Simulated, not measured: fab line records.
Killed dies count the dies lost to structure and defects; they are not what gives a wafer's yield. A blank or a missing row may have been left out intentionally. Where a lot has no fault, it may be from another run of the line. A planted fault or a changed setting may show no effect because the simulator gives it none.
fab line records ; flow berkeleyCmos170
[record] lots = 5; wafers = 23
route steps=331 shown PWELL@39 PFIELD@86 PVT@122 NLDD@167 M1@242 V1@264
startH: hours from the record's opening day to when the first of the lot's shown wafers began ; waitH: how many hours have passed since the lot's step before this one ; " as in the row above ; L1.1+2: several wafers, shown together as one row ; - no value, or no start given ; * or withheld: withheld ; < > ~ a bound
route shown NAME@n: a module of which the file shows steps, and the number in the route of the first ; usual: mean/standard deviation taken from wafers without a fault ; same: alike in all rows ; chamber/n: place in a boat ; sites: each site's reading ; _std_site: how widely they spread, as a standard deviation ; _edge_site: the outer-site mean with the inner-site mean subtracted ; radiusMm: how far each site lies from the wafer's centre ; mask NAME#n: copy n ; behind: the tool/chamber that last shaped the wafer ; hold: reason for holding the lot/hours on hold/outcome of the hold ; device: which transistor (n, p or np) failed to switch ; end of line: tests run on the same wafers once the route is complete ; a step with no rows: only its recipe ; killed: dies lost to structure and defects at the first sort, not the wafer's yield ; map: the dies of a wafer, with x for killed, . for not killed, _ for no die there
set.NAME: the setting the step ran with; set.NAME@STEP: the setting that earlier step ran with ; model.NAME: the simulator's own value behind a step, which no gauge read
lots whose settings were changed on purpose; a table a step, a row a wafer
[[steps]]
[step UCB170_PWELL_CVD_05]
[recipe] material = Si3N4; targetThkNm = 220; tempC = 800; precursor = SiH2Cl2/NH3; timeS = 3300; pressureMtorr = 200; sih2cl2FlowSccm = 25; nh3FlowSccm = 75
lot.wafer;tool;chamber;startH;waitH;set.timeS;model.Si3N4_of_PWELL_CVD_05.thkNm
L074.1;lpcvd-02;0;41.03;0.0;3300;216.8
L074.2;lpcvd-02;0;41.03;0.0;3300;217.9
L074.4;lpcvd-02;0;41.03;0.0;3300;219.1
L075.1;-;-;-;0.5;3300;217.7
L075.3;-;-;-;0.5;3300;219.6
L075.4;-;-;-;0.5;3300;219.8
L075.5;-;-;-;0.5;3300;218.3
L075.6;-;-;-;0.5;3300;220.8
L077.2;-;-;-;0.0;3008;200
L077.3;-;-;-;0.0;3008;201.3
L077.4;-;-;-;0.0;3008;202.5
L077.5;-;-;-;0.0;3008;200.5
L077.6;-;-;-;0.0;3008;201.4
L078.1;-;-;-;0.0;2818;190.5
L078.3;-;-;-;0.0;2818;190.6
L078.4;-;-;-;0.0;2818;192.2
L078.5;-;-;-;0.0;2818;191.5
L078.6;-;-;-;0.0;2818;193.1
L081.1;-;-;-;0.0;3512;232.9
L081.3;-;-;-;0.0;3512;232.5
L081.4;-;-;-;0.0;3512;231.4
L081.5;-;-;-;0.0;3512;232.8
L081.6;-;-;-;0.0;3512;233.4
[step UCB170_PWELL_THK_MEAS_06]
[recipe] reads = Si3N4_of_PWELL_CVD_05
[usual] PWELL_NITRIDE_THK = 220.7/2.5
lot.wafer;tool;chamber;startH;waitH;set.timeS@PWELL_CVD_05;PWELL_NITRIDE_THK[nm]
L074.1;filmMetro-04;-;42.94;0.0;3300;216.7
L074.2;filmMetro-04;-;42.94;0.0;3300;217.9
L074.4;filmMetro-04;-;42.94;0.0;3300;219.2
L075.1;filmMetro-02;-;-;-;3300;217.8
L075.3;filmMetro-02;-;-;-;3300;219.7
L075.4;filmMetro-02;-;-;-;3300;219.7
L075.5;filmMetro-02;-;-;-;3300;218.3
L075.6;filmMetro-02;-;-;-;3300;220.8
L078.1;filmMetro-02;-;-;-;2818;190.6
L078.3;filmMetro-02;-;-;-;2818;190.6
L078.4;filmMetro-02;-;-;-;2818;192.1
L078.5;filmMetro-02;-;-;-;2818;191.5
L078.6;filmMetro-02;-;-;-;2818;193.1
L077.2;filmMetro-01;-;-;-;3008;200.0
L077.3;filmMetro-01;-;-;-;3008;201.2
L077.4;filmMetro-01;-;-;-;3008;202.6
L077.5;filmMetro-01;-;-;-;3008;200.4
L077.6;filmMetro-01;-;-;-;3008;201.3
L081.1;filmMetro-04;-;-;-;3512;233.1
L081.3;filmMetro-04;-;-;-;3512;232.4
L081.4;filmMetro-04;-;-;-;3512;231.5
L081.5;filmMetro-04;-;-;-;3512;232.9
L081.6;filmMetro-04;-;-;-;3512;233.3
[step UCB170_PWELL_HMDS_07]
[recipe] primeTimeS = 60; primeTempC = 100
[step UCB170_PWELL_COAT_08]
[recipe] resist = KrF; spinRpm = 1500; resistThkNm = 900
[step UCB170_PWELL_DEVELOP_12]
[recipe] developer = TMAH; developTimeS = 45; resist = KrF; devTempC = 21
[step UCB170_PWELL_ETCH_14]
[recipe] chemistry = CH3F/Ar/O2; target = Si3N4; stopOn = SiO2; CH3F_flow_sccm = 20; Ar_flow_sccm = 50; O2_flow_sccm = 7; pressureMtorr = 50; rfW = 450; targetDepthA = 2420; overEtchFrac = 0.1; timeS = 151
[usual] oesProductAu = 0.940/0.014
lot.wafer;tool;chamber;startH;waitH;set.timeS@PWELL_CVD_05;oesProductAu;model.etch.depthNm
L074.1;rieDiel-02;3;45.73;0.0;3300;0.926;216.8
L074.2;rieDiel-02;0;45.73;0.0;3300;0.924;217.9
L074.4;rieDiel-02;1;45.73;0.0;3300;0.955;219.1
L075.1;rieDiel-01;1;64.33;0.0;3300;0.931;-
L075.3;rieDiel-01;3;64.33;0.0;3300;0.955;-
L075.4;rieDiel-01;0;64.33;0.0;3300;0.920;219.8
L075.5;rieDiel-01;0;64.33;0.0;3300;0.916;-
L075.6;rieDiel-01;1;64.33;0.0;3300;0.941;220.8
L078.1;rieDiel-04;1;70.68;0.0;2818;0.860;-
L078.3;rieDiel-04;2;70.68;0.0;2818;0.875;-
L078.4;rieDiel-04;3;70.68;0.0;2818;0.879;192.2
L078.5;rieDiel-04;1;70.68;0.0;2818;0.862;-
L078.6;rieDiel-04;0;70.68;0.0;2818;0.868;-
L077.2;rieDiel-01;0;71.37;0.0;3008;0.872;200
L077.3;rieDiel-01;3;71.37;0.0;3008;0.913;-
L077.4;rieDiel-01;1;71.37;0.0;3008;0.889;202.5
L077.5;rieDiel-01;1;71.37;0.0;3008;0.879;-
L077.6;rieDiel-01;0;71.37;0.0;3008;0.876;201.4
L081.1;rieDiel-04;0;89.94;0.0;3512;0.974;232.9
L081.3;rieDiel-04;2;89.94;0.0;3512;0.978;232.5
L081.4;rieDiel-04;1;89.94;0.0;3512;0.965;-
L081.5;rieDiel-04;3;89.94;0.0;3512;0.985;232.8
L081.6;rieDiel-04;0;89.94;0.0;3512;0.973;-
[step UCB170_PWELL_IMPLANT_15]
[recipe] species = B; doseCm2 = 5e+12; energyKev = 60; tiltDeg = 7
lot.wafer;tool;chamber;startH;waitH;set.doseCm2
L074.1+2+4;implanter-01;0;45.83;0.1;5e+12
L075.1+4;implanter-03;0;64.43;0.1;5.212e+12
L075.3+5+6;implanter-03;0;64.43;0.1;5e+12
L078.1+4+5;implanter-03;0;70.78;0.1;4.633e+12
L078.3+6;implanter-03;0;70.78;0.1;5e+12
L077.2+5+6;implanter-01;0;71.50;0.1;5.178e+12
L077.3+4;implanter-01;0;71.50;0.1;5e+12
L081.1+3+4;implanter-02;0;90.04;0.1;5e+12
L081.5+6;implanter-02;0;90.04;0.1;4.755e+12
[step UCB170_PWELL_STRIP_16]
[recipe] chemistry = O2; powerW = 400; pressureMtorr = 3500; platenTempC = withheld; o2FlowSccm = 400; overashFraction = 0.5
[step UCB170_PWELL_TW_MEAS_17]
[usual] PWELL_TW = 381.3/3
lot.wafer;tool;chamber;startH;waitH;set.doseCm2@PWELL_IMPLANT_15;PWELL_TW
L074.1;filmMetro-01;-;46.08;0.1;5e+12;386.2
L074.2;filmMetro-01;-;46.08;0.1;5e+12;384.9
L074.4;filmMetro-01;-;46.08;0.1;5e+12;385.0
L075.1;filmMetro-04;-;64.68;0.1;5.212e+12;384.5
L075.3;filmMetro-04;-;64.68;0.1;5e+12;380.5
L075.4;filmMetro-04;-;64.68;0.1;5.212e+12;384.1
L075.5;filmMetro-04;-;64.68;0.1;5e+12;379.9
L075.6;filmMetro-04;-;64.68;0.1;5e+12;378.0
L078.1;filmMetro-04;-;71.03;0.1;4.633e+12;367.8
L078.3;filmMetro-04;-;71.03;0.1;5e+12;381.5
L078.4;filmMetro-04;-;71.03;0.1;4.633e+12;369.7
L078.5;filmMetro-04;-;71.03;0.1;4.633e+12;370.3
L078.6;filmMetro-04;-;71.03;0.1;5e+12;380.6
L077.2;filmMetro-02;-;71.73;0.1;5.178e+12;382.8
L077.3;filmMetro-02;-;71.73;0.1;5e+12;380.3
L077.4;filmMetro-02;-;71.73;0.1;5e+12;381.2
L077.5;filmMetro-02;-;71.73;0.1;5.178e+12;384.7
L077.6;filmMetro-02;-;71.73;0.1;5.178e+12;386.3
L081.1;filmMetro-04;-;90.29;0.1;5e+12;379.4
L081.3;filmMetro-04;-;90.29;0.1;5e+12;376.2
L081.4;filmMetro-04;-;90.29;0.1;5e+12;377.8
L081.5;filmMetro-04;-;90.29;0.1;4.755e+12;373.0
L081.6;filmMetro-04;-;90.29;0.1;4.755e+12;371.6
[step UCB170_PFIELD_IMPLANT_07]
[recipe] species = B; doseCm2 = 2e+13; energyKev = 80; tiltDeg = 7
lot.wafer;tool;chamber;startH;waitH;set.energyKev;model.implant.rpNm;model.implant.drpNm
L074.1+2+4;implanter-03;0;86.40;0.0;80;259;74.86
L075.1+3+4+5+6;implanter-02;0;96.16;0.0;80;270.3;74.86
L078.1+5;implanter-03;0;109.08;0.0;80;260.1;74.86
L078.3+4+6;implanter-03;0;109.08;0.0;76.82;251.9;73.39
L077.2+3+4+5+6;implanter-04;0;114.08;0.0;80;268.1;74.86
L081.1+4;implanter-02;0;132.49;0.0;80;261.2;74.86
L081.3+5+6;implanter-02;0;132.49;0.0;77.97;255.9;73.93
[step UCB170_PVT_IMPLANT_07]
[recipe] species = P; doseCm2 = 2e+12; energyKev = 30; tiltDeg = 7
lot.wafer;tool;chamber;startH;waitH;set.doseCm2
L074.1+2+4;implanter-01;0;136.15;0.0;2e+12
L075.1+5+6;implanter-03;0;151.23;0.0;1.93e+12
L075.3+4;implanter-03;0;151.23;0.0;2e+12
L077.2+3;implanter-01;0;165.80;0.0;2e+12
L077.4+5+6;implanter-01;0;165.80;0.0;2.099e+12
L078.1+3+4+5+6;implanter-01;0;166.41;0.0;2e+12
L081.1+5;implanter-03;0;186.89;0.0;2.113e+12
L081.3+4+6;implanter-03;0;186.89;0.0;2e+12
[step UCB170_PVT_STRIP_08]
[recipe] chemistry = O2; powerW = 400; pressureMtorr = 3500; platenTempC = withheld; o2FlowSccm = 400; overashFraction = 0.5
[step UCB170_PVT_TW_MEAS_09]
[usual] PVT_TW = 507/3.9
lot.wafer;tool;chamber;startH;waitH;set.doseCm2@PVT_IMPLANT_07;PVT_TW
L074.1;filmMetro-02;-;136.40;0.1;2e+12;505
L074.2;filmMetro-02;-;136.40;0.1;2e+12;508
L074.4;filmMetro-02;-;136.40;0.1;2e+12;509
L075.1;filmMetro-04;-;151.48;0.1;1.93e+12;499
L075.3;filmMetro-04;-;151.48;0.1;2e+12;506
L075.4;filmMetro-04;-;151.48;0.1;2e+12;507
L075.5;filmMetro-04;-;151.48;0.1;1.93e+12;502
L075.6;filmMetro-04;-;151.48;0.1;1.93e+12;500
L077.2;filmMetro-01;-;166.04;0.1;2e+12;516
L077.3;filmMetro-01;-;166.04;0.1;2e+12;516
L077.4;filmMetro-01;-;166.04;0.1;2.099e+12;522
L077.5;filmMetro-01;-;166.04;0.1;2.099e+12;522
L077.6;filmMetro-01;-;166.04;0.1;2.099e+12;525
L078.1;filmMetro-02;-;166.66;0.1;2e+12;504
L078.3;filmMetro-02;-;166.66;0.1;2e+12;505
L078.4;filmMetro-02;-;166.66;0.1;2e+12;504
L078.5;filmMetro-02;-;166.66;0.1;2e+12;505
L078.6;filmMetro-02;-;166.66;0.1;2e+12;502
L081.1;filmMetro-02;-;187.14;0.1;2.113e+12;514
L081.3;filmMetro-02;-;187.14;0.1;2e+12;507
L081.4;filmMetro-02;-;187.14;0.1;2e+12;506
L081.5;filmMetro-02;-;187.14;0.1;2.113e+12;512
L081.6;filmMetro-02;-;187.14;0.1;2e+12;505
[step UCB170_NLDD_IMPLANT_09]
[recipe] species = As; doseCm2 = 5e+13; energyKev = 30; tiltDeg = 7; rotationDeg = 180
lot.wafer;tool;chamber;startH;waitH;set.energyKev;model.implant.rpNm;model.implant.drpNm
L074.1+2+4;implanter-02;0;165.99;0.1;30;21.52;9.611
L075.1+5;implanter-02;0;172.75;0.1;31.22;20.91;9.896
L075.3+4+6;implanter-02;0;172.75;0.1;30;20.28;9.611
L077.2+3+6;implanter-02;0;189.09;0.1;28.39;21.06;9.234
L077.4+5;implanter-02;0;189.09;0.1;30;21.96;9.611
L078.1+3+4+5+6;implanter-04;0;189.15;0.1;30;20.8;9.611
L081.1+5+6;implanter-03;0;204.97;0.1;30;21.43;9.611
L081.3+4;implanter-03;0;204.97;0.1;28.62;20.68;9.288
[step UCB170_NLDD_STRIP_10]
[recipe] chemistry = O2; powerW = 400; pressureMtorr = 3500; platenTempC = withheld; o2FlowSccm = 400; overashFraction = 0.5
[usual] stripTimeToEndpointS = 21.68/0.058
lot.wafer;tool;chamber;startH;waitH;set.o2FlowSccm;stripTimeToEndpointS
L074.1;plasmaAsher-03;1;166.14;0.1;400;21.69
L074.2;plasmaAsher-03;0;166.14;0.1;400;21.75
L074.4;plasmaAsher-03;1;166.14;0.1;400;21.73
L075.1;plasmaAsher-03;0;172.90;0.1;424.6;21.56
L075.3;plasmaAsher-03;0;172.90;0.1;424.6;21.62
L075.4;plasmaAsher-03;1;172.90;0.1;400;21.72
L075.5;plasmaAsher-03;0;172.90;0.1;400;21.77
L075.6;plasmaAsher-03;1;172.90;0.1;400;21.75
L077.2;plasmaAsher-04;0;189.21;0.1;400;21.69
L077.3;plasmaAsher-04;0;189.21;0.1;372.5;21.91
L077.4;plasmaAsher-04;1;189.21;0.1;372.5;21.89
L077.5;plasmaAsher-04;1;189.21;0.1;372.5;21.93
L077.6;plasmaAsher-04;0;189.21;0.1;400;21.74
L078.1;plasmaAsher-02;1;189.30;0.1;400;21.68
L078.3;plasmaAsher-02;1;189.30;0.1;400;21.64
L078.4;plasmaAsher-02;0;189.30;0.1;400;21.72
L078.5;plasmaAsher-02;0;189.30;0.1;400;21.63
L078.6;plasmaAsher-02;1;189.30;0.1;400;21.67
L081.1;plasmaAsher-04;0;205.12;0.1;353.1;22.13
L081.3;plasmaAsher-04;0;205.12;0.1;400;21.69
L081.4;plasmaAsher-04;1;205.12;0.1;400;21.64
L081.5;plasmaAsher-04;0;205.12;0.1;400;21.67
L081.6;plasmaAsher-04;1;205.12;0.1;353.1;22.07
[step UCB170_M1_COAT_04]
[recipe] resist = KrF; spinRpm = 1500; resistThkNm = 900
lot.wafer;tool;chamber;startH;waitH;set.resistThkNm;model.KrF_of_M1_COAT_04.thkNm
L074.1;lithoTrack-01;0;-;-;900;900.6
L074.2;lithoTrack-01;0;-;-;900;899.7
L074.4;lithoTrack-01;0;-;-;900;899.6
L075.1;lithoTrack-02;0;-;-;900;906.6
L075.3;lithoTrack-02;0;-;-;920.5;925.6
L075.4;lithoTrack-02;0;-;-;920.5;925.9
L075.5;lithoTrack-02;0;-;-;900;904.5
L075.6;lithoTrack-02;0;-;-;900;905.1
L077.2;lithoTrack-04;0;-;-;900;901.1
L077.3;lithoTrack-04;0;-;-;900;901.4
L077.4;lithoTrack-04;0;-;-;900;903.4
L077.5;lithoTrack-04;0;-;-;900;900.2
L077.6;lithoTrack-04;0;-;-;900;901.8
L078.1+6;lithoTrack-02;0;-;-;952;950
L078.3;lithoTrack-02;0;-;-;900;899.2
L078.4;lithoTrack-02;0;-;-;900;896.8
L078.5;lithoTrack-02;0;-;-;952;949.4
L081.1;lithoTrack-04;0;-;-;900;900.1
L081.3+4;lithoTrack-04;0;-;-;900;896.9
L081.5;lithoTrack-04;0;-;-;900;899.4
L081.6;lithoTrack-04;0;-;-;900;899.7
[step UCB170_M1_ETCH_11]
[recipe] chemistry = N2/H2; targetDepthA = withheld; overetchA = withheld; target = BARC; timeS = withheld; sourceW = 500; biasW = 100; pressureMtorr = 30; n2FlowSccm = 100; h2FlowSccm = 200
lot.wafer;tool;chamber;startH;waitH;set.biasW
L074.1+2+4;rieDiel-03;0,1,3;190.23;0.0;100
L075.1+3+4+5+6;rieDiel-02;3,2,0,0,3;199.77;0.0;100
L077.2+3+4+5+6;rieDiel-01;0,2,1,0,3;208.79;0.0;100
L078.1+3+6;rieDiel-03;2,3,3;209.03;0.0;100
L078.4+5;rieDiel-03;1,2;209.03;0.0;104.1
L081.1+3+4+5+6;rieDiel-01;3,1,0,0,3;229.84;0.0;100
[step UCB170_M1_METAL_ETCH_12]
[recipe] chemistry = Cl2/BCl3; target = Al; stopOn = PSG; pressureMtorr = 12; targetDepthA = 7800; overEtchFrac = 0.3; timeS = 130; icpW = 600; biasW = 120; Cl2_flow_sccm = 90; bcl3FlowSccm = 45
lot.wafer;tool;chamber;startH;waitH;set.resistThkNm@M1_COAT_04;model.KrF_of_M1_COAT_04.thkNm
L074.1;rieMetal-03;0;190.27;-;900;431.9
L074.2;rieMetal-03;1;190.27;-;900;435.2
L074.4;rieMetal-03;0;190.27;-;900;431.2
L075.1;rieMetal-01;0;199.81;-;900;425.9
L075.3;rieMetal-01;0;199.81;-;920.5;442.9
L075.4;rieMetal-01;1;199.81;-;920.5;458.9
L075.5;rieMetal-01;1;199.81;-;900;437.6
L075.6;rieMetal-01;0;199.81;-;900;421.9
L077.2;rieMetal-04;0;208.83;-;900;431.8
L077.3;rieMetal-04;0;208.83;-;900;428.6
L077.4;rieMetal-04;1;208.83;-;900;451.7
L077.5;rieMetal-04;1;208.83;-;900;448.1
L077.6;rieMetal-04;0;208.83;-;900;430
L078.1;rieMetal-01;1;209.07;-;952;483.5
L078.3;rieMetal-01;0;209.07;-;900;422.4
L078.4;rieMetal-01;1;209.07;-;900;434.7
L078.5;rieMetal-01;0;209.07;-;952;469.6
L078.6;rieMetal-01;1;209.07;-;952;489.6
L081.1;rieMetal-03;0;229.88;-;900;435.5
L081.3;rieMetal-03;0;229.88;-;900;433.5
L081.4;rieMetal-03;1;229.88;-;900;432.2
L081.5;rieMetal-03;0;229.88;-;900;437.3
L081.6;rieMetal-03;1;229.88;-;900;431.4
[step UCB170_V1_PEB_10]
[recipe] pebTempC = 130; pebTimeS = withheld; resist = KrF
lot.wafer;tool;chamber;startH;waitH;set.pebTempC
L074.1+2+4;lithoTrack-04;0;195.12;0.3;130
L075.1+4+5;lithoTrack-04;0;203.25;0.1;130
L075.3+6;lithoTrack-04;0;203.25;0.1;128.9
L077.2+5;lithoTrack-03;0;212.38;0.1;133.9
L077.3+4+6;lithoTrack-03;0;212.38;0.1;130
L078.1+4+5;lithoTrack-01;0;213.55;0.4;130
L078.3+6;lithoTrack-01;0;213.55;0.4;133.8
L081.1+5;lithoTrack-01;0;233.01;0.1;127.1
L081.3+4+6;lithoTrack-01;0;233.01;0.1;130
[step UCB170_V1_DEVELOP_11]
[recipe] developer = TMAH; developTimeS = 45; resist = KrF; devTempC = 21
[step UCB170_V1_CD_MEAS_12]
[recipe] targetCdNm = 700
[usual] cdNm = 699.2/1.6
lot.wafer;tool;chamber;startH;waitH;set.pebTempC@V1_PEB_10;cdNm
L074.1;cdSem-01;-;195.39;-;130;700.2
L074.2;cdSem-01;-;195.39;-;130;699.1
L074.4;cdSem-01;-;195.39;-;130;699.2
L075.1;cdSem-02;-;203.52;-;130;697.9
L075.3;cdSem-02;-;203.52;-;128.9;692.2
L075.4;cdSem-02;-;203.52;-;130;698.1
L075.5;cdSem-02;-;203.52;-;130;698.8
L075.6;cdSem-02;-;203.52;-;128.9;690.2
L077.2;cdSem-02;-;212.67;-;133.9;718.6
L077.3;cdSem-02;-;212.67;-;130;697.4
L077.4;cdSem-02;-;212.67;-;130;697.1
L077.5;cdSem-02;-;212.67;-;133.9;717.8
L077.6;cdSem-02;-;212.67;-;130;695.8
L078.1;cdSem-02;-;213.83;-;130;699.6
L078.3;cdSem-02;-;213.83;-;133.8;720.5
L078.4;cdSem-02;-;213.83;-;130;700.7
L078.5;cdSem-02;-;213.83;-;130;700.6
L078.6;cdSem-02;-;213.83;-;133.8;720.4
L081.1;cdSem-02;-;233.28;-;127.1;680.4
L081.3;cdSem-02;-;233.28;-;130;701.7
L081.4;cdSem-02;-;233.28;-;130;701.3
L081.5;cdSem-02;-;233.28;-;127.1;679.7
L081.6;cdSem-02;-;233.28;-;130;700.3
[step UCB170_V1_ETCH_14]
[recipe] chemistry = CHF3/CF4/Ar; target = SiO2; stopOn = Al; CHF3_flow_sccm = 45; cf4FlowSccm = 15; Ar_flow_sccm = 150; pressureMtorr = 200; rfW = 700; targetDepthA = 12500; overEtchFrac = 0.25; timeS = 291
lot.wafer;tool;chamber;startH;waitH;set.pebTempC@V1_PEB_10;model.V1.cdNm
L074.1;rieDiel-02;1;195.55;0.0;130;699
L074.2;rieDiel-02;2;195.55;0.0;130;699.7
L074.4;rieDiel-02;0;195.55;0.0;130;698.2
L075.1;rieDiel-04;2;203.68;0.0;130;697.5
L075.3;rieDiel-04;0;203.68;0.0;128.9;691.8
L075.4;rieDiel-04;3;203.68;0.0;130;698.7
L075.5;rieDiel-04;1;203.68;0.0;130;699.8
L075.6;rieDiel-04;0;203.68;0.0;128.9;690.7
L077.2;rieDiel-04;1;212.80;0.0;133.9;719.2
L077.3;rieDiel-04;3;212.80;0.0;130;696.6
L077.4;rieDiel-04;2;212.80;0.0;130;695.8
L077.5;rieDiel-04;1;212.80;0.0;133.9;718.4
L077.6;rieDiel-04;2;212.80;0.0;130;695.6
L078.1;rieDiel-02;0;213.99;0.0;130;698.4
L078.3;rieDiel-02;3;213.99;0.0;133.8;720.6
L078.4;rieDiel-02;1;213.99;0.0;130;700.1
L078.5;rieDiel-02;2;213.99;0.0;130;701.1
L078.6;rieDiel-02;1;213.99;0.0;133.8;719.5
L081.1;rieDiel-04;2;233.44;0.0;127.1;680.7
L081.3;rieDiel-04;0;233.44;0.0;130;701.7
L081.4;rieDiel-04;3;233.44;0.0;130;701.2
L081.5;rieDiel-04;3;233.44;0.0;127.1;678.8
L081.6;rieDiel-04;0;233.44;0.0;130;701.5
[step UCB170_V1_STRIP_15]
[recipe] chemistry = O2; powerW = 400; pressureMtorr = 3500; platenTempC = withheld; o2FlowSccm = 400; overashFraction = 0.5
[step UCB170_V1_CD_MEAS_90]
[recipe] targetCdNm = 700
[usual] cdNm = 698.8/1.8
lot.wafer;tool;chamber;startH;waitH;set.pebTempC@V1_PEB_10;cdNm
L074.1;cdSem-02;-;195.82;0.1;130;698.8
L074.2;cdSem-02;-;195.82;0.1;130;699.3
L074.4;cdSem-02;-;195.82;0.1;130;698.1
L075.1;cdSem-02;-;203.96;0.1;130;697.3
L075.3;cdSem-02;-;203.96;0.1;128.9;691.8
L075.4;cdSem-02;-;203.96;0.1;130;698.8
L075.5;cdSem-02;-;203.96;0.1;130;699.7
L075.6;cdSem-02;-;203.96;0.1;128.9;690.7
L077.2;cdSem-01;-;213.10;0.1;133.9;719.2
L077.3;cdSem-01;-;213.10;0.1;130;696.5
L077.4;cdSem-01;-;213.10;0.1;130;695.7
L077.5;cdSem-01;-;213.10;0.1;133.9;718.5
L077.6;cdSem-01;-;213.10;0.1;130;695.4
L078.1;cdSem-01;-;214.26;0.1;130;698.5
L078.3;cdSem-01;-;214.26;0.1;133.8;720.7
L078.4;cdSem-01;-;214.26;0.1;130;699.7
L078.5;cdSem-01;-;214.26;0.1;130;701.3
L078.6;cdSem-01;-;214.26;0.1;133.8;719.3
L081.1;cdSem-01;-;233.72;0.1;127.1;680.4
L081.3;cdSem-01;-;233.72;0.1;130;701.8
L081.4;cdSem-01;-;233.72;0.1;130;701.2
L081.5;cdSem-01;-;233.72;0.1;127.1;678.6
L081.6;cdSem-01;-;233.72;0.1;130;701.5
[[key]]
[split] step = UCB170_PWELL_CVD_05; setting = timeS; stated = 3300; by = lot
[response] step = UCB170_PWELL_CVD_05; reading = model.Si3N4_of_PWELL_CVD_05.thkNm; change = +1.95; per = 1%; r = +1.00
[response] step = UCB170_PWELL_THK_MEAS_06; reading = PWELL_NITRIDE_THK; change = +1.96; per = 1%; r = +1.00
[response] step = UCB170_PWELL_ETCH_14; reading = oesProductAu; change = +0.00508; per = 1%; r = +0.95
[response] step = UCB170_PWELL_ETCH_14; reading = model.etch.depthNm; change = +1.98; per = 1%; r = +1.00
[split] step = UCB170_PWELL_IMPLANT_15; setting = doseCm2; stated = 5e+12; by = wafer
[response] step = UCB170_PWELL_TW_MEAS_17; reading = PWELL_TW; change = +1.36; per = 1%; r = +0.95
[split] step = UCB170_PFIELD_IMPLANT_07; setting = energyKev; stated = 80; by = wafer
[response] step = UCB170_PFIELD_IMPLANT_07; reading = model.implant.rpNm; change = +2.08; per = 1%; r = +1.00
[response] step = UCB170_PFIELD_IMPLANT_07; reading = model.implant.drpNm; change = +0.367; per = 1%; r = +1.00
[split] step = UCB170_PVT_IMPLANT_07; setting = doseCm2; stated = 2e+12; by = wafer
[response] step = UCB170_PVT_TW_MEAS_09; reading = PVT_TW; change = +1.38; per = 1%; r = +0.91
[split] step = UCB170_NLDD_IMPLANT_09; setting = energyKev; stated = 30; by = wafer
[response] step = UCB170_NLDD_IMPLANT_09; reading = model.implant.rpNm; change = +0.163; per = 1%; r = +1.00
[response] step = UCB170_NLDD_IMPLANT_09; reading = model.implant.drpNm; change = +0.0702; per = 1%; r = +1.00
[split] step = UCB170_NLDD_STRIP_10; setting = o2FlowSccm; stated = 400; by = wafer
[response] step = UCB170_NLDD_STRIP_10; reading = stripTimeToEndpointS; change = *; per = 1%; r = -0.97
[split] step = UCB170_M1_COAT_04; setting = resistThkNm; stated = 900; by = wafer
[response] step = UCB170_M1_COAT_04; reading = model.KrF_of_M1_COAT_04.thkNm; change = +8.97; per = 1%; r = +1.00
[response] step = UCB170_M1_METAL_ETCH_12; reading = model.KrF_of_M1_COAT_04.thkNm; change = +9.17; per = 1%; r = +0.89
[split] step = UCB170_M1_ETCH_11; setting = biasW; stated = 100; by = wafer
response none clear
[split] step = UCB170_V1_PEB_10; setting = pebTempC; stated = 130; by = wafer
[response] step = UCB170_V1_CD_MEAS_12; reading = cdNm; change = +7.58; per = 1%; r = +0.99
[response] step = UCB170_V1_ETCH_14; reading = model.V1.cdNm; change = +7.84; per = 1%; r = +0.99
[response] step = UCB170_V1_CD_MEAS_90; reading = cdNm; change = +7.88; per = 1%; r = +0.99
